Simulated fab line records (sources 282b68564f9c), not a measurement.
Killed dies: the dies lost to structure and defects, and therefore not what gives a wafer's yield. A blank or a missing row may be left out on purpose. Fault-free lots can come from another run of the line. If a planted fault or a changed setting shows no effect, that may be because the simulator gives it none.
Check of tool commonality | flow rit_cmos | Sample size 14 lots and 42 wafers

## THE REASON FOR OPENING IT
At RIT_PRETRO_TW_MEAS_10 the reading PRETRO_TW is flagged on 2 of 14 lots. No-fault wafers: 473.8, standard deviation 2.6.
Rule: a lot is flagged when every wafer of it that has a number lies more than 4 standard deviations from that mean, or none has a number. The other lots count as sound.

lot  | measured    | on            | PRETRO_TW, wafer by wafer | flag
L676 | day 2 08:00 | film_metro-03 | 474.2 476.5 475.5         |
L677 | day 2 11:58 | film_metro-01 | 473.1 470.5 471.4         |
L678 | day 2 19:09 | film_metro-04 | 473.8 472.6 471.9         |
L679 | day 3 00:23 | film_metro-04 | 473.2 471.2 471.3         |
L680 | day 3 04:49 | film_metro-03 | 472.6 471.5 474.5         |
L683 | day 3 19:10 | film_metro-03 | 472.8 471.8 470.7         |
L684 | day 4 00:23 | film_metro-03 | 448.5 448.0 449.4         | FLAGGED
L685 | day 4 05:22 | film_metro-03 | 447.5 445.8 451.6         | FLAGGED
L690 | day 5 08:03 | film_metro-03 | 473.1 476.1 470.6         |
L691 | day 5 11:10 | film_metro-04 | 473.7 474.5 472.9         |
L692 | day 5 16:59 | film_metro-03 | 475.6 473.2 472.9         |
L693 | day 5 20:11 | film_metro-01 | 474.4 472.0 474.1         |
L697 | day 6 18:38 | film_metro-01 | 478.5 473.7 476.2         |
L699 | day 7 03:28 | film_metro-03 | 474.4 469.1 472.7         |
Average over the flagged lots: 448.5; offset from the usual -25.3, equal to -10 standard deviations.

## WHICH TOOL RAN EACH LOT
The record holds 2 process steps before the reading, out of a route of 202 steps. In each cell: the tool, then ch and the chambers that the sampled wafers went through, then the start.
lot  | flag    | RIT_PWELL_STRIP_09                  | RIT_PRETRO_IMPLANT_08
L676 |         | plasma_asher-03 ch 0,1, day 1 22:47 | implanter-01 ch 0, day 2 07:43
L677 |         | plasma_asher-03 ch 0,1, day 2 03:22 | implanter-01 ch 0, day 2 11:38
L678 |         | plasma_asher-04 ch 0,1, day 2 10:29 | implanter-02 ch 0, day 2 18:49
L679 |         | plasma_asher-03 ch 0,1, day 2 14:49 | implanter-02 ch 0, day 3 00:03
L680 |         | plasma_asher-02 ch 0,1, day 2 20:05 | implanter-04 ch 0, day 3 04:31
L683 |         | plasma_asher-03 ch 0,1, day 3 10:26 | implanter-02 ch 0, day 3 18:52
L684 | FLAGGED | plasma_asher-03 ch 0,1, day 3 15:34 | implanter-02 ch 0, day 4 00:05
L685 | FLAGGED | plasma_asher-03 ch 0,1, day 3 20:12 | implanter-02 ch 0, day 4 05:02
L690 |         | plasma_asher-02 ch 0,1, day 4 23:00 | implanter-04 ch 0, day 5 07:46
L691 |         | plasma_asher-04 ch 0,1, day 5 01:50 | implanter-04 ch 0, day 5 10:51
L692 |         | plasma_asher-03 ch 0,1, day 5 07:58 | implanter-04 ch 0, day 5 16:40
L693 |         | plasma_asher-02 ch 0,1, day 5 11:22 | implanter-04 ch 0, day 5 19:52
L697 |         | plasma_asher-02 ch 0,1, day 6 09:44 | implanter-04 ch 0, day 6 18:19
L699 |         | plasma_asher-02 ch 0,1, day 6 18:46 | implanter-01 ch 0, day 7 03:11
These steps, and what they do:
- RIT_PWELL_STRIP_09: strips in O2, time 180 s.
- RIT_PRETRO_IMPLANT_08
- RIT_PRETRO_TW_MEAS_10

## FLAGGED AGAINST TOTAL, ONE TOOL AT A TIME (gauges that did the reading follow at the end)
step                  | tool            | lots run | flagged | share of the flagged lots | sound lots run after its first flagged lot
RIT_PWELL_STRIP_09    | plasma_asher-02 | 5        | 0       | none                      | -
RIT_PWELL_STRIP_09    | plasma_asher-03 | 7        | 2       | all                       | 1 (L692)
RIT_PWELL_STRIP_09    | plasma_asher-04 | 2        | 0       | none                      | -
RIT_PRETRO_IMPLANT_08 | implanter-01    | 3        | 0       | none                      | -
RIT_PRETRO_IMPLANT_08 | implanter-02    | 5        | 2       | all                       | 0
RIT_PRETRO_IMPLANT_08 | implanter-04    | 6        | 0       | none                      | -
RIT_PRETRO_TW_MEAS_10 | film_metro-01   | 3        | 0       | none                      | -
RIT_PRETRO_TW_MEAS_10 | film_metro-03   | 8        | 2       | all                       | 3 (L690,L692,L699)
RIT_PRETRO_TW_MEAS_10 | film_metro-04   | 3        | 0       | none                      | -

## WHAT THE TABLE PERMITS
In the table, 3 rows ran each flagged lot (plasma_asher-03 at RIT_PWELL_STRIP_09; implanter-02 at RIT_PRETRO_IMPLANT_08; film_metro-03 at RIT_PRETRO_TW_MEAS_10).
- plasma_asher-03 at RIT_PWELL_STRIP_09 ran 7 lots, 2 of them flagged. Sound lots ran on it after the first flagged one (L692), which a lasting fault on the whole tool wouldn't allow.
- implanter-02 at RIT_PRETRO_IMPLANT_08 ran 5 lots, 2 of them flagged. Last sound lot L683 at day 3 18:52, first flagged lot L684 at day 4 00:05; a fault beginning in between fits. Its own readings lie more than 4 standard deviations out on every wafer of the flagged lots: dose_ions_cm2, faraday_current_uA.
- film_metro-03 at RIT_PRETRO_TW_MEAS_10 ran 8 lots, 2 of them flagged. Sound lots ran on it after the first flagged one (L690, L692, L699), which a lasting fault on the whole tool wouldn't allow.
Just one tool remains: implanter-02 at RIT_PRETRO_IMPLANT_08.

## WHAT THE SIMULATOR HAD INSERTED
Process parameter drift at RIT_PRETRO_IMPLANT_08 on implanter-02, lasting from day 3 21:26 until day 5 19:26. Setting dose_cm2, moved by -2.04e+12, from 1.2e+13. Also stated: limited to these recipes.
Lots struck among those shown: L684, L685. This agrees with what the rule above found.
